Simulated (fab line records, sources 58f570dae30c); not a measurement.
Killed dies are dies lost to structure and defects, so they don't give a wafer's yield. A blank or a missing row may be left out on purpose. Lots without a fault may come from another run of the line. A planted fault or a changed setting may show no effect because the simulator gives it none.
One fault seen from 2 desks | flow berkeley_cmos170 | each desk has only its own numbers; what lay behind them comes last

THE TOOL OWNER'S DESK: lpcvd-01
The tool's own readings at UCB170_PWELL_CVD_05 (deposits Si3N4 from SiH2Cl2/NH3, target thk 220 nm, time 3300 s): means of the sampled wafers that have a number, for each lot that ran on this tool. A lot is out of limits, marked OUT, if its mean lies more than 4 standard deviations from the usual mean; the brackets give that distance.
Columns: A = sih2cl2_flow_sccm at UCB170_PWELL_CVD_05, usual 24.98 sccm; B = zone_power_source_pct at UCB170_PWELL_CVD_05, usual 19.2 %
lot  | first seen here | A               | B
L489 | day 4 02:38     | 24.97           | 18.1
L490 | day 4 02:38     | 25.11           | 18.2
L494 | day 5 06:17     | 24.97           | 18.1
L495 | day 5 06:17     | 24.91           | 18.7
L496 | day 5 06:17     | 25.07           | 18.1
L500 | day 6 08:39     | 30.01 (+66) OUT | 18.1
L503 | day 6 18:07     | 29.95 (+65) OUT | 18.2
This desk's finding: out of limits on L500, L503; first on L500, day 6 08:39 (sih2cl2_flow_sccm at UCB170_PWELL_CVD_05). In limits: L489, L490, L494, L495, L496.

THE METROLOGY DESK
What the gauges read, lot by lot, whatever tool the lot ran on: means of the sampled wafers that have a number. A lot is out of limits, marked OUT, if its mean lies more than 4 standard deviations from the usual mean; the brackets give that distance.
Columns: A = PWELL_NITRIDE_THK at UCB170_PWELL_THK_MEAS_06, usual 220.1 nm; B = ACTIVE_OVL at UCB170_ACTIVE_OVL_MEAS_14, usual -2 nm
lot  | first seen here | A                | B
L485 | day 3 06:40     | 220.6            | -4
L487 | day 3 15:41     | 221.5            | 4
L488 | day 3 15:41     | 217.3            | 1
L486 | day 3 15:42     | 220.2            | -5
L490 | day 4 04:34     | 219.3            | 0
L489 | day 4 04:35     | 221.3            | -7
L491 | day 4 14:07     | 222.2            | 0
L492 | day 4 14:09     | 217.5            | -2
L493 | day 4 22:11     | 219.1            | -1
L495 | day 5 08:14     | 218.0            | -10
L496 | day 5 08:19     | 221.1            | 3
L494 | day 5 08:22     | 217.6            | -3
L500 | day 6 10:35     | 233.2 (+7.3) OUT | 3
L503 | day 6 20:02     | 230.5 (+5.8) OUT | -0
This desk's finding: out of limits on L500, L503; first on L500, day 6 10:35 (PWELL_NITRIDE_THK at UCB170_PWELL_THK_MEAS_06). In limits: L485, L487, L488, L486, L490, L489, L491, L492, L493, L495, L496, L494.

PUT TOGETHER
The tool owner's desk could have raised an alarm at day 6 08:39, on L500, L503.
The metrology desk could have raised an alarm at day 6 10:35, on L500, L503.
Of the lots named, all ran UCB170_PWELL_CVD_05 on lpcvd-01.

WHAT THE SIMULATOR HAD PUT IN
Process parameter drift: lpcvd-01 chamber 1, from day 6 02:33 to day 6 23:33, at UCB170_PWELL_CVD_05. Setting sih2cl2_flow_sccm, moved by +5, from 25. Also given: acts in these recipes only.
Lots struck among those shown: L500, L503.
Hours from the fault's start to each desk's first reading out of limits: the tool owner's desk, 6; the metrology desk, 8.
